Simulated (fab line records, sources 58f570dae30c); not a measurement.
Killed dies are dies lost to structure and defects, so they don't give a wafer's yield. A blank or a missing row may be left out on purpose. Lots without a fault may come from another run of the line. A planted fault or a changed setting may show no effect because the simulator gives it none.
Which tool did it? | flow berkeley_cmos170 | 14 lots, 42 wafers sampled, at 3 steps of a route of 331

WHAT THE GAUGES READ, wafer by wafer
UCB170_PFIELD_OVL_MEAS_06. Usual: PFIELD_OVL 2 nm, standard deviation 5.6.
lot  | measured    | on         | PFIELD_OVL (nm) | flag
L214 | day 5 05:24 | overlay-01 | 4 0 -4          |
L215 | day 5 06:17 | overlay-02 | -1 11 -1        |
L217 | day 5 10:28 | overlay-01 | -6 -7 -3        |
L216 | day 5 10:32 | overlay-02 | -8 4 -8         |
L223 | day 6 11:11 | overlay-02 | 4 3 9           |
L220 | day 6 11:34 | overlay-01 | -2 2 -4         |
L219 | day 6 12:01 | overlay-01 | 1 5 -4          |
L225 | day 7 02:08 | overlay-02 | 8 2 0           |
L228 | day 7 11:43 | overlay-02 | -5 2 -3         |
L224 | day 7 11:59 | overlay-01 | 1 5 5           |
L226 | day 7 16:21 | overlay-02 | -8 0 -3         |
L230 | day 8 08:36 | overlay-02 | 1 1 6           |
L232 | day 9 00:57 | overlay-02 | 1 3 9           |
L231 | day 9 06:44 | overlay-02 | 11 17 8         |

UCB170_PVT_TW_MEAS_09. Usual: PVT_TW 510, standard deviation 4.8.
lot  | measured     | on            | PVT_TW      | flag
L214 | day 6 14:34  | film_metro-01 | 514 515 515 |
L215 | day 6 14:51  | film_metro-04 | 504 505 505 |
L217 | day 7 01:01  | film_metro-04 | 511 508 506 |
L216 | day 7 01:14  | film_metro-04 | 509 508 505 |
L223 | day 8 03:31  | film_metro-02 | 505 507 504 |
L220 | day 8 03:47  | film_metro-02 | 502 506 503 |
L219 | day 8 02:47  | film_metro-01 | 513 513 516 |
L225 | day 9 01:29  | film_metro-01 | 516 515 517 |
L228 | day 9 07:16  | film_metro-04 | 508 509 510 |
L224 | day 9 07:44  | film_metro-01 | 519 516 517 |
L226 | day 9 12:29  | film_metro-04 | 508 508 506 |
L230 | day 10 04:58 | film_metro-01 | 516 513 519 |
L232 | day 10 15:08 | film_metro-02 | 506 507 505 |
L231 | day 10 15:25 | film_metro-02 | 507 507 505 |

UCB170_PSD_OVL_MEAS_07. Usual: PSD_OVL -5 nm, standard deviation 5.
lot  | measured     | on         | PSD_OVL (nm) | flag
L214 | day 7 17:08  | overlay-01 | -10 -7 -9    |
L215 | day 7 16:54  | overlay-02 | -13 -5 -9    |
L217 | day 8 02:20  | overlay-02 | -1 -4 0      |
L216 | day 8 01:53  | overlay-02 | -11 -10 -13  |
L223 | day 9 11:43  | overlay-01 | 0 -10 -8     |
L220 | day 9 12:25  | overlay-02 | -6 -2 -10    |
L219 | day 9 11:43  | overlay-02 | -7 -5 -5     |
L225 | day 10 02:40 | overlay-01 | -4 -9 -2     |
L228 | day 10 09:44 | overlay-01 | 0 -5 -4      |
L224 | day 10 09:46 | overlay-02 | -12 -4 -5    |
L226 | day 10 18:12 | overlay-01 | -14 -8 -7    |
L230 | day 11 09:51 | overlay-01 | -8 -7 -3     |
L232 | day 11 22:32 | overlay-01 | -4 -1 -2     |
L231 | day 11 22:49 | overlay-01 | -8 -1 -9     |

WHICH TOOL RAN EACH LOT (tool, then ch and the chambers of the sampled wafers, then the start)
The record holds no process step before these readings.

WHAT THE TOOLS THEMSELVES READ (means of the sampled wafers that have a number; where no wafer has one, the mark that the record gives instead)
The record holds no such reading with a usual standard deviation.

THE ANSWER, worked out from the rows above alone
Rule: a lot is off if the mean of its wafers that have a number lies more than 3 standard deviations from the usual mean. A lot without any number at a reading at which 4 lots or more have one is off too. The other lots that the step has rows for count as sound. The gauges are gone through in route order, then the tools' own readings, and for those a lot's mean is taken as printed above. The first step at which some lot is off is used, and at that step the reading that is off furthest; a lot without a number counts as furthest.
No lot is off at any reading shown: from this, nothing can be told.

WHAT THE SIMULATOR HAD PUT IN
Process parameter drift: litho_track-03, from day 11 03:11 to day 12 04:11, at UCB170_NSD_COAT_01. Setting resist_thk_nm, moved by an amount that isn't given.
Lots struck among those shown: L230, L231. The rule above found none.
